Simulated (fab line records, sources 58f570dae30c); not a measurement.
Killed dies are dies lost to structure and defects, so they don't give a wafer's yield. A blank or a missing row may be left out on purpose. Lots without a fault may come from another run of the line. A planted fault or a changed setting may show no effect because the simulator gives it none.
fab line records | flow berkeley_cmos170 | part 1 of 2: steps 1 to 27 of 40
record lots=5 wafers=15 last_day=11
route steps=331 shown NWELL@25 PWELL@34 WELLDRIVE@55 ACTIVE@60
lots that met no fault: from a run of the same line without faults
start_h: hours from the record's first day to the start of the lot's first wafer shown | wait_h: hours since the lot's step before | " the same as in the row above | L1.1+2: a row that stands for several wafers | - no value, or no start given | * or withheld: withheld | < > ~ a bound
route shown NAME@n: a module of which the file shows steps, and the number in the route of the first | usual: mean/standard deviation of fault-free wafers | same: alike in all rows | chamber/n: place in a boat | sites: the reading at each site | _std_site: their standard deviation | _edge_site: outer sites' mean less inner sites' | radius_mm: how far each site lies from the wafer's centre | mask NAME#n: copy n | behind: the tool/chamber that last shaped the wafer | hold: why the lot was held/for how many hours/how that ended | device: the transistor (n, p or np) that didn't switch | end of line: the same wafers' tests at the end of the route | a step without rows: its recipe alone | killed: dies lost to structure and defects at the first sort, not the wafer's yield | map: a wafer's dies, x killed, . not, _ none there
set.NAME: the setting as run; set.NAME@STEP: as run at that earlier step | model.NAME: the simulator's own value behind a step, which no gauge read
lots at some steps of the route; a table a step, a row a wafer
services: from which hour (start_h, from the record's first day; less than 0 if before it) a tool's chamber was out of use, for how many hours, and why
## steps
# step UCB170_NWELL_DEVELOP_11
# recipe developer=TMAH develop_time_s=45 resist=KrF dev_temp_c=21
# usual chill_plate_temp_C=22.99/0.11
# columns lot.wafer tool chamber start_h wait_h chill_plate_temp_C
L080.1 litho_track-04 0 - - 23.00
L080.3 " 0 " " 23.17
L080.4 " 0 " " 23.23
L083.1 litho_track-01 0 - - 22.90
L083.5 " 0 " " 23.14
L083.6 " 0 " " 23.11
L088.1 litho_track-01 0 - - 22.96
L088.3 " 0 " " 22.80
L088.5 " 0 " " 22.77
L094.3 litho_track-01 0 - - 22.87
L094.4 " 0 " " 22.87
L094.6 " 0 " " 23.06
L095.1 litho_track-04 0 - - 22.89
L095.3 " 0 " " 22.95
L095.4 " 0 " " 22.81
# step UCB170_NWELL_OVL_MEAS_12
# usual NWELL_OVL=0/5.7
# columns lot.wafer tool chamber start_h wait_h NWELL_OVL[nm]
L080.1 overlay-02 - 70.48 - -5
L080.3 " - " " 0
L080.4 " - " " 5
L083.1 overlay-01 - 76.22 - 6
L083.5 " - " " 5
L083.6 " - " " 6
L088.1 overlay-02 - 105.59 - 5
L088.3 " - " " -2
L088.5 " - " " 6
L094.3 overlay-02 - 130.08 - -4
L094.4 " - " " -1
L094.6 " - " " -5
L095.1 overlay-02 - 130.19 - 6
L095.3 " - " " 6
L095.4 " - " " -1
# step UCB170_NWELL_ETCH_13
# recipe chemistry=CH3F/Ar/O2 target=Si3N4 stop_on=SiO2 CH3F_flow_sccm=20 Ar_flow_sccm=50 O2_flow_sccm=7 pressure_mtorr=50 rf_w=450 target_depth_a=2464 over_etch_frac=0.1 time_s=154
# usual drypump_motor_current_A=5.72/0.27 oes_product_au=0.932/0.015 throttle_valve_pct=8.11/0.15
# same time_s=154
# columns lot.wafer tool chamber start_h wait_h drypump_motor_current_A oes_product_au rf_hours_counter_h throttle_valve_pct
L080.1 rie_diel-02 0 70.52 0.0 5.56 0.924 70 8.24
L080.3 " 3 " " 6.09 0.921 70 7.95
L080.4 " 1 " " 5.60 0.924 16 8.18
L083.1 rie_diel-04 0 76.26 0.0 5.57 0.927 9 8.06
L083.5 " 0 " " 5.58 0.936 - 8.08
L083.6 " 3 " " 6.41 0.904 - 7.82
L088.1 rie_diel-03 1 105.62 0.0 5.42 0.929 11 7.99
L088.3 " 3 " " 5.35 0.933 34 8.32
L088.5 " 2 " " 5.74 0.939 - 8.00
L094.3 rie_diel-04 1 130.11 0.0 5.72 0.948 17 7.94
L094.4 " 3 " " 6.43 0.916 139 7.81
L094.6 " 1 " " 5.68 0.960 - 7.93
L095.1 rie_diel-02 3 130.22 0.0 6.12 0.922 73 7.95
L095.3 " 1 " " 5.59 0.932 19 8.19
L095.4 " 2 " " 5.75 0.961 52 8.26
# step UCB170_NWELL_IMPLANT_14
# recipe species=P dose_cm2=1e+13 energy_kev=150 tilt_deg=7
# columns lot.wafer tool chamber start_h wait_h
L080.1+3+4 implanter-04 0 70.62 0.1
L083.1+5+6 implanter-03 0 76.36 0.1
L088.1+3+5 implanter-03 0 105.73 0.1
L094.3+4+6 implanter-04 0 130.26 0.1
L095.1+3+4 implanter-04 0 130.36 0.1
# step UCB170_NWELL_STRIP_15
# recipe chemistry=O2 power_w=400 pressure_mtorr=3500 platen_temp_c=withheld o2_flow_sccm=400 overash_fraction=0.5
# usual drypump_motor_current_A=5.6/0.37 oes_product_au=0.721/0.0049 strip_time_to_endpoint_s=18.00/0.13
# columns lot.wafer tool chamber start_h wait_h drypump_motor_current_A oes_product_au rf_hours_counter_h strip_time_to_endpoint_s
L080.1 plasma_asher-03 1 70.77 0.1 5.1 0.721 28 18.04
L080.3 " 0 " " 5.3 0.722 - 18.06
L080.4 " 1 " " 5.1 0.720 - 18.19
L083.1 plasma_asher-04 1 76.51 0.1 5.8 0.719 38 18.14
L083.5 " 1 " " 5.7 0.718 - 18.07
L083.6 " 0 " " 6.1 0.726 - 18.14
L088.1 plasma_asher-03 1 105.88 0.1 5.1 0.710 31 17.87
L088.3 " 1 " " 5.1 0.724 - 17.93
L088.5 " 1 " " 5.1 0.727 - 17.77
L094.3 plasma_asher-04 1 130.39 0.1 5.8 0.719 - 17.96
L094.4 " 0 " " 6.1 0.718 - 18.02
L094.6 " 0 " " 6.1 0.727 - 17.96
L095.1 plasma_asher-01 0 130.51 0.1 5.5 0.718 38 17.97
L095.3 " 1 " " 5.9 0.723 - 18.13
L095.4 " 0 " " 5.5 0.724 - 17.75
# step UCB170_NWELL_TW_MEAS_16
# usual NWELL_TW=1249/7
# columns lot.wafer tool chamber start_h wait_h NWELL_TW
L080.1 film_metro-04 - 70.87 0.1 1255
L080.3 " - " " 1251
L080.4 " - " " 1250
L083.1 film_metro-04 - 76.61 0.1 1252
L083.5 " - " " 1255
L083.6 " - " " 1252
L088.1 film_metro-04 - 105.98 0.1 1252
L088.3 " - " " 1253
L088.5 " - " " 1241
L094.3 film_metro-03 - 130.51 0.1 1253
L094.4 " - " " 1254
L094.6 " - " " 1253
L095.1 film_metro-01 - 130.62 0.1 1244
L095.3 " - " " 1239
L095.4 " - " " 1235
# step UCB170_NWELL_CLEAN_17
# recipe chemistry=SPM temp_c=120 time_s=600
# same time_s=600
# columns lot.wafer tool chamber start_h wait_h
L080.1+3+4 wet_bench-01 2 70.93 0.1
L083.1+5+6 wet_bench-02 2 76.67 0.1
L088.1+3+5 wet_bench-01 0 106.13 0.1
L094.3+4+6 wet_bench-02 1 132.19 1.7
L095.1+3+4 wet_bench-02 3 132.19 1.6
# step UCB170_NWELL_WET_ETCH_18
# recipe chemistry=H3PO4 target=Si3N4 temp_c=160 time_s=14400
# same time_s=14400
# columns lot.wafer tool chamber start_h wait_h
L080.1+3+4 wet_bench-01 3 71.11 0.0
L083.1+5+6 wet_bench-02 2 76.84 0.0
L088.1+3+5 wet_bench-01 1 106.30 0.0
L094.3+4+6 wet_bench-04 0 132.48 0.1
L095.1+3+4 wet_bench-04 1 132.48 0.1
# step UCB170_NWELL_WET_ETCH_19
# recipe chemistry=BOE dilution=5:1 target=SiO2 temp_c=25 time_s=22
# same time_s=22
# columns lot.wafer tool chamber start_h wait_h
L080.1+3+4 wet_bench-01 1 75.12 0.0
L083.1+5+6 wet_bench-04 3 80.88 0.0
L088.1+3+5 wet_bench-01 3 110.34 0.0
L094.3+4+6 wet_bench-04 1 137.05 0.2
L095.1+3+4 wet_bench-04 3 137.05 0.2
# step UCB170_PWELL_CLEAN_00
# recipe chemistry=SPM temp_c=120 time_s=600
# same time_s=600
# columns lot.wafer tool chamber start_h wait_h
L080.1+3+4 wet_bench-02 1 75.14 0.0
L083.1+5+6 wet_bench-01 2 80.95 0.1
L088.1+3+5 wet_bench-01 0 110.35 0.0
L094.3+4+6 wet_bench-02 3 137.07 0.0
L095.1+3+4 wet_bench-02 0 137.07 0.0
# step UCB170_PWELL_CLEAN_01
# recipe chemistry=dHF dilution=25:1 time_s=60
# same time_s=60
# columns lot.wafer tool chamber start_h wait_h
L080.1+3+4 wet_bench-01 2 75.32 0.0
L083.1+5+6 wet_bench-04 3 81.14 0.0
L088.1+3+5 wet_bench-02 3 110.53 0.0
L094.3+4+6 wet_bench-01 1 137.25 0.0
L095.1+3+4 wet_bench-01 0 137.25 0.0
# step UCB170_PWELL_OXIDATION_02
# recipe temp_c=1000 ambient=O2 target_thk_a=264 ox_time_s=1260
# usual zone_power_load_pct=31.3/2.1
# columns lot.wafer tool chamber start_h wait_h zone_power_load_pct
L080.1 furnace-04 0 78.47 3.1 33.5
L080.3 " 0 " " 33.4
L080.4 " 0 " " 33.9
L083.1 furnace-03 0 84.81 3.6 31.0
L083.5 " 0 " " 29.8
L083.6 " 0 " " 30.3
L088.1 furnace-04 0 119.62 9.1 34.0
L088.3 " 0 " " 34.1
L088.5 " 0 " " 33.4
L094.3 furnace-01 0 138.50 1.2 28.7
L094.4 " 0 " " 29.0
L094.6 " 0 " " 28.8
L095.1 furnace-01 0 138.50 1.2 29.2
L095.3 " 0 " " 29.0
L095.4 " 0 " " 28.6
# step UCB170_PWELL_THK_MEAS_03
# recipe reads=SiO2_of_PWELL_OXIDATION_02
# usual PWELL_OXIDE_THK=26.6/0.58
# columns lot.wafer tool chamber start_h wait_h PWELL_OXIDE_THK[nm]
L080.1 film_metro-04 - 79.82 0.0 26.5
L080.3 " - " " 26.9
L080.4 " - " " 26.9
L083.1 film_metro-04 - 86.16 0.0 27.0
L083.5 " - " " 26.9
L083.6 " - " " 26.6
L088.1 film_metro-03 - 120.97 0.0 26.6
L088.3 " - " " 27.1
L088.5 " - " " 26.7
L095.1 film_metro-02 - 140.15 0.3 26.7
L095.3 " - " " 26.9
L095.4 " - " " 26.5
L094.3 film_metro-03 - 140.15 0.3 26.6
L094.4 " - " " 26.8
L094.6 " - " " 26.9
# step UCB170_PWELL_ANNEAL_04
# recipe temp_c=1000 time_s=939.7 ambient=N2
# usual zone_power_load_pct=31.2/2.2
# same time_s=939.7
# columns lot.wafer tool chamber start_h wait_h zone_power_load_pct
L080.1 furnace-04 0 83.32 3.5 33.6
L080.3 " 0 " " 33.9
L080.4 " 0 " " 33.9
L083.1 furnace-01 0 91.25 5.1 28.6
L083.5 " 0 " " 28.8
L083.6 " 0 " " 29.0
L088.1 furnace-01 0 123.94 3.0 28.8
L088.3 " 0 " " 28.4
L088.5 " 0 " " 28.6
L094.3 furnace-04 0 141.24 1.1 34.1
L094.4 " 0 " " 33.0
L094.6 " 0 " " 34.2
L095.1 furnace-04 0 141.24 1.1 33.8
L095.3 " 0 " " 33.7
L095.4 " 0 " " 34.0
# step UCB170_PWELL_CVD_05
# recipe material=Si3N4 target_thk_nm=220 temp_c=800 precursor=SiH2Cl2/NH3 time_s=3300 pressure_mtorr=200 sih2cl2_flow_sccm=25 nh3_flow_sccm=75
# usual zone_power_load_pct=21.5/2.7
# same time_s=3300
# columns lot.wafer tool chamber start_h wait_h zone_power_load_pct
L080.1 lpcvd-01 0 86.19 1.6 22.8
L080.3 " 0 " " 22.8
L080.4 " 0 " " 23.3
L083.1 lpcvd-01 0 92.50 0.0 23.1
L083.5 " 0 " " 22.5
L083.6 " 0 " " 23.0
L088.1 lpcvd-02 0 125.19 0.0 18.3
L088.3 " 0 " " 18.6
L088.5 " 0 " " 18.2
L094.3 lpcvd-01 0 144.38 1.9 22.7
L094.4 " 0 " " 23.1
L094.6 " 0 " " 23.0
L095.1 lpcvd-01 1 144.38 1.9 24.2
L095.3 " 1 " " 24.7
L095.4 " 1 " " 25.1
# step UCB170_PWELL_THK_MEAS_06
# recipe reads=Si3N4_of_PWELL_CVD_05
# usual PWELL_NITRIDE_THK=220.1/1.6
# columns lot.wafer tool chamber start_h wait_h PWELL_NITRIDE_THK[nm]
L080.1 film_metro-04 - 88.11 0.0 221.0
L080.3 " - " " 221.0
L080.4 " - " " 219.5
L083.1 film_metro-03 - 94.42 0.0 222.2
L083.5 " - " " 220.4
L083.6 " - " " 221.8
L088.1 film_metro-02 - 127.10 0.0 221.4
L088.3 " - " " 221.9
L088.5 " - " " 220.4
L095.1 film_metro-02 - 146.30 0.0 221.0
L095.3 " - " " 220.9
L095.4 " - " " 220.5
L094.3 film_metro-03 - 146.32 0.0 220.8
L094.4 " - " " 220.0
L094.6 " - " " 223.1
# step UCB170_PWELL_HMDS_07
# recipe prime_time_s=60 prime_temp_c=100
# usual chill_plate_temp_C=23.01/0.12
# same prime_time_s=60
# columns lot.wafer tool chamber start_h wait_h chill_plate_temp_C
L080.1 litho_track-03 0 88.17 0.1 22.88
L080.3 " 0 " " 22.99
L080.4 " 0 " " 23.00
L083.1 litho_track-03 0 94.71 0.3 22.94
L083.5 " 0 " " 22.90
L083.6 " 0 " " 22.92
L088.1 litho_track-04 0 127.61 0.5 22.99
L088.3 " 0 " " 23.06
L088.5 " 0 " " 23.02
L095.1 litho_track-03 0 146.63 0.3 23.12
L095.3 " 0 " " 23.01
L095.4 " 0 " " 23.12
L094.3 litho_track-04 0 146.74 0.4 23.02
L094.4 " 0 " " 23.09
L094.6 " 0 " " 23.19
# step UCB170_PWELL_COAT_08
# recipe resist=KrF spin_rpm=1500 resist_thk_nm=900
# usual chill_plate_temp_C=23.02/0.11
# columns lot.wafer tool chamber start_h wait_h chill_plate_temp_C
L080.1 litho_track-03 0 88.32 0.1 23.22
L080.3 " 0 " " 23.00
L080.4 " 0 " " 23.17
L083.1 litho_track-03 0 94.86 0.1 23.07
L083.5 " 0 " " 23.06
L083.6 " 0 " " 23.15
L088.1 litho_track-04 0 127.76 0.1 23.00
L088.3 " 0 " " 23.01
L088.5 " 0 " " 23.05
L095.1 litho_track-03 0 146.78 0.1 23.03
L095.3 " 0 " " 23.02
L095.4 " 0 " " 23.10
L094.3 litho_track-04 0 146.89 0.1 22.98
L094.4 " 0 " " 22.95
L094.6 " 0 " " 23.02
# step UCB170_PWELL_SOFTBAKE_09
# recipe resist=KrF temp_c=130 time_s=60
# usual chill_plate_temp_C=23.01/0.097 heater_power_total_W=56.80/0.043 plate_temp_C=130.00/0.16
# same time_s=60
# columns lot.wafer tool chamber start_h wait_h chill_plate_temp_C heater_power_total_W plate_temp_C
L080.1 litho_track-03 0 88.47 0.1 23.01 56.80 129.71
L080.3 " 0 " " 22.88 56.79 129.65
L080.4 " 0 " " 22.82 56.78 129.74
L083.1 litho_track-03 0 95.01 0.1 22.92 56.82 130.24
L083.5 " 0 " " 22.94 56.88 129.94
L083.6 " 0 " " 22.95 56.82 129.94
L088.1 litho_track-04 0 127.91 0.1 23.15 56.82 130.32
L088.3 " 0 " " 23.12 56.77 130.22
L088.5 " 0 " " 23.09 56.78 130.19
L095.1 litho_track-03 0 146.93 0.1 23.18 56.79 129.91
L095.3 " 0 " " 22.84 56.77 129.70
L095.4 " 0 " " 23.14 56.76 130.00
L094.3 litho_track-04 0 147.04 0.1 23.17 56.78 130.07
L094.4 " 0 " " 23.17 56.78 130.18
L094.6 " 0 " " 23.20 56.71 129.90
# step UCB170_PWELL_EXPOSE_10
# recipe mask_id=PWELL target_cd_nm=3000 na=0.5 sigma_outer=0.6 source_shape=conventional dose_mj=19
# columns lot.wafer tool chamber start_h wait_h mask
L080.1+3+4 krf_scanner-02 0 88.78 0.3 PWELL#0
L083.1+5+6 krf_scanner-01 0 95.40 0.4 PWELL#0
L088.1+3+5 krf_scanner-02 0 128.18 0.2 PWELL#0
L095.1+3+4 krf_scanner-01 0 147.20 0.2 PWELL#0
L094.3+4+6 krf_scanner-01 0 147.36 0.3 PWELL#0
# step UCB170_PWELL_PEB_11
# recipe peb_temp_c=130 peb_time_s=withheld resist=KrF
# usual chill_plate_temp_C=22.99/0.11 heater_power_total_W=56.80/0.042 plate_temp_C=130.03/0.15
# columns lot.wafer tool chamber start_h wait_h chill_plate_temp_C heater_power_total_W plate_temp_C
L080.1 litho_track-03 0 88.90 0.1 22.87 56.82 130.19
L080.3 " 0 " " 23.02 56.80 130.20
L080.4 " 0 " " 22.82 56.82 130.03
L083.1 litho_track-02 0 95.71 0.3 22.92 56.83 129.94
L083.5 " 0 " " 22.99 56.77 129.73
L083.6 " 0 " " 22.85 56.86 129.80
L088.1 litho_track-02 0 128.69 0.5 23.13 56.83 129.97
L088.3 " 0 " " 22.98 56.78 130.11
L088.5 " 0 " " 23.23 56.69 130.27
L095.1 litho_track-03 0 147.53 0.3 22.96 56.86 130.14
L095.3 " 0 " " 23.01 56.76 130.04
L095.4 " 0 " " 22.90 56.80 130.14
L094.3 litho_track-02 0 147.63 0.3 22.96 56.79 130.09
L094.4 " 0 " " 22.95 56.81 129.97
L094.6 " 0 " " 23.13 56.83 130.07
# step UCB170_PWELL_DEVELOP_12
# recipe developer=TMAH develop_time_s=45 resist=KrF dev_temp_c=21
# usual chill_plate_temp_C=23.02/0.11
# columns lot.wafer tool chamber start_h wait_h chill_plate_temp_C
L080.1 litho_track-03 0 - - 23.06
L080.3 " 0 " " 23.00
L080.4 " 0 " " 23.06
L083.1 litho_track-02 0 - - 22.98
L083.5 " 0 " " 22.93
L083.6 " 0 " " 23.01
L088.1 litho_track-02 0 - - 22.95
L088.3 " 0 " " 23.06
L088.5 " 0 " " 23.00
L095.1 litho_track-03 0 - - 23.06
L095.3 " 0 " " 23.05
L095.4 " 0 " " 23.01
L094.3 litho_track-02 0 - - 23.05
L094.4 " 0 " " 23.06
L094.6 " 0 " " 22.99
# step UCB170_PWELL_OVL_MEAS_13
# usual PWELL_OVL=-1/5.5
# columns lot.wafer tool chamber start_h wait_h PWELL_OVL[nm]
L080.1 overlay-02 - 89.17 - -2
L080.3 " - " " -9
L080.4 " - " " 4
L083.1 overlay-01 - 95.98 - 6
L083.5 " - " " -2
L083.6 " - " " 0
L088.1 overlay-01 - 128.97 - -5
L088.3 " - " " -1
L088.5 " - " " 0
L095.1 overlay-01 - 147.80 - -2
L095.3 " - " " 2
L095.4 " - " " -8
L094.3 overlay-02 - 147.87 - -1
L094.4 " - " " -1
L094.6 " - " " -8
# step UCB170_PWELL_ETCH_14
# recipe chemistry=CH3F/Ar/O2 target=Si3N4 stop_on=SiO2 CH3F_flow_sccm=20 Ar_flow_sccm=50 O2_flow_sccm=7 pressure_mtorr=50 rf_w=450 target_depth_a=2420 over_etch_frac=0.1 time_s=151
# usual drypump_motor_current_A=5.8/0.41 oes_product_au=0.944/0.015 throttle_valve_pct=8.08/0.17
# same time_s=151
# columns lot.wafer tool chamber start_h wait_h drypump_motor_current_A oes_product_au rf_hours_counter_h throttle_valve_pct
L080.1 rie_diel-02 3 89.21 0.0 6.1 0.928 71 7.94
L080.3 " 1 " " 5.6 0.936 17 8.19
L080.4 " 2 " " 5.7 0.964 51 8.27
L083.1 rie_diel-04 1 96.02 0.0 5.7 0.964 16 7.93
L083.5 " 1 " " 5.7 0.960 - 7.91
L083.6 " 2 " " 5.8 0.954 - 8.12
L088.1 rie_diel-04 2 129.00 0.0 5.9 0.953 52 8.12
L088.3 " 0 " " 5.6 0.945 12 8.07
L088.5 " 0 " " 5.6 0.933 - 8.06
L095.1 rie_diel-01 3 147.84 0.0 5.0 0.937 72 8.27
L095.3 " 2 " " 6.0 0.957 16 7.96
L095.4 " 1 " " 5.9 0.965 81 7.91
L094.3 rie_diel-04 0 147.89 0.0 5.6 0.948 13 8.07
L094.4 " 1 " " 5.6 0.955 18 7.92
L094.6 " 2 " " 5.9 0.958 - 8.14
# step UCB170_PWELL_IMPLANT_15
# recipe species=B dose_cm2=5e+12 energy_kev=60 tilt_deg=7
# columns lot.wafer tool chamber start_h wait_h
L080.1+3+4 implanter-03 0 89.31 0.1
L083.1+5+6 implanter-04 0 96.12 0.1
L088.1+3+5 implanter-04 0 129.10 0.1
L095.1+3+4 implanter-03 0 147.94 0.1
L094.3+4+6 implanter-04 0 148.04 0.1
# step UCB170_PWELL_STRIP_16
# recipe chemistry=O2 power_w=400 pressure_mtorr=3500 platen_temp_c=withheld o2_flow_sccm=400 overash_fraction=0.5
# usual drypump_motor_current_A=5.5/0.49 oes_product_au=0.721/0.0045 strip_time_to_endpoint_s=18.06/0.11
# columns lot.wafer tool chamber start_h wait_h drypump_motor_current_A oes_product_au rf_hours_counter_h strip_time_to_endpoint_s
L080.1 plasma_asher-02 1 89.46 0.1 5.9 0.717 37 18.11
L080.3 " 1 " " 5.9 0.720 - 18.27
L080.4 " 0 " " 4.8 0.720 - 17.96
L083.1 plasma_asher-03 0 96.27 0.1 5.3 0.718 31 18.01
L083.5 " 1 " " 5.1 0.721 - 17.95
L083.6 " 0 " " 5.3 0.723 - 18.10
L088.1 plasma_asher-03 0 129.25 0.1 5.3 0.715 34 18.18
L088.3 " 0 " " 5.3 0.718 - 18.09
L088.5 " 0 " " 5.3 0.723 - 18.15
L095.1 plasma_asher-02 1 148.09 0.1 5.9 0.724 4 17.78
L095.3 " 1 " " 6.0 0.715 - 17.93
L095.4 " 0 " " 4.8 0.722 - 17.83
L094.3 plasma_asher-04 0 148.17 0.1 6.1 0.728 - 18.09
L094.4 " 1 " " 5.8 0.726 - 18.08
L094.6 " 0 " " 6.1 0.721 - 18.18
# step UCB170_PWELL_TW_MEAS_17
# usual PWELL_TW=378.8/2.8
# columns lot.wafer tool chamber start_h wait_h PWELL_TW
L080.1 film_metro-02 - 89.56 0.1 379.9
L080.3 " - " " 378.6
L080.4 " - " " 378.4
L083.1 film_metro-03 - 96.37 0.1 381.7
L083.5 " - " " 383.2
L083.6 " - " " 381.4
L088.1 film_metro-02 - 129.35 0.1 376.2
L088.3 " - " " 376.3
L088.5 " - " " 376.4
L095.1 film_metro-02 - 148.19 0.1 377.6
L095.3 " - " " 378.5
L095.4 " - " " 378.5
L094.3 film_metro-03 - 148.26 0.1 381.0
L094.4 " - " " 382.5
L094.6 " - " " 382.4
